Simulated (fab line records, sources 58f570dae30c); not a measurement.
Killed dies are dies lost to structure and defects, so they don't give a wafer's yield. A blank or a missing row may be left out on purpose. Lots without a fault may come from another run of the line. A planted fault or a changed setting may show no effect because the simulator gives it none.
Problem report in the 8D (eight disciplines) form, filled by code | flow berkeley_cmos170 | the parts of the form that need people (team, actions taken, sign-off) are left out

1. THE PROBLEM
oes_product_au at UCB170_CONTACT_ETCH_17 reads a mean of 0.796 a.u. on 6 wafers of 2 lots; wafers without a fault read 1.009 a.u. with a standard deviation of 0.025. That is -8.5 standard deviations from the usual mean.
The step: etches BARC in N2/H2.
First seen on wafer L865.2, day 11 11:55, on rie_diel-01. The record holds 42 wafers of 14 lots with a number at this step. Rule for "out", or "out of limits": more than 4 standard deviations from the usual mean. The other wafers with a number count as sound.

2. WHAT IT IS AND WHAT IT IS NOT
question                    | is                     | is not
which readings at this step | oes_product_au         | throttle_valve_pct
which lots                  | L865, L870             | L851, L853, L854, L855, L858, L859, L860, L863, L864, L867, L871, L873
which wafers of those lots  | all that have a number | -
read on which tools         | rie_diel-01            | rie_diel-03, rie_diel-04
when                        | from day 11 11:55      | up to then (27 sound wafers); but 9 sound wafers of L867, L871, L873 came after

3. SUSPECTS, AND WHAT RULES EACH OUT
Counting: a tool at a process step up to the reading stays a suspect if it ran every lot that is out and no sound lot after the first of them.
- rie_diel-01 at UCB170_CONTACT_ETCH_17 (etches BARC in N2/H2): kept. It ran every lot that is out, first L865 (day 11 11:55), and no sound lot after that; its last sound lot up to then is L858 (day 10 02:28). Its own readings are out on those wafers: oes_product_au.
Left after counting: rie_diel-01 at UCB170_CONTACT_ETCH_17.

4. THE CAUSE (what the simulator had put in)
Process parameter drift: rie_diel-01, from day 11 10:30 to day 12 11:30, at UCB170_CONTACT_ETCH_17. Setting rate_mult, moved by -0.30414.
Counting left only this tool.

5. THE CHAIN OF EFFECTS, in route order
Each row: a reading whose mean over the struck wafers that have a number lies more than 3 standard deviations from the usual. Only readings for which the record gives a usual standard deviation are gone through. hours: the time from each lot's start at the first step in this table that gives one to its start at this step, as a median over the lots. sigmas: the change in usual standard deviations.
hours | step                   | reading        | usual      | on struck wafers | change | sigmas
0     | UCB170_CONTACT_ETCH_17 | oes_product_au | 1.009 a.u. | 0.796            | -0.213 | -8.5
The process steps in it:
- UCB170_CONTACT_ETCH_17: etches BARC in N2/H2.

6. WHAT WOULD HAVE CAUGHT IT SOONER
In this record the first reading out of limits was taken at day 11 11:55, 1 hour after the fault began at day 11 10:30.
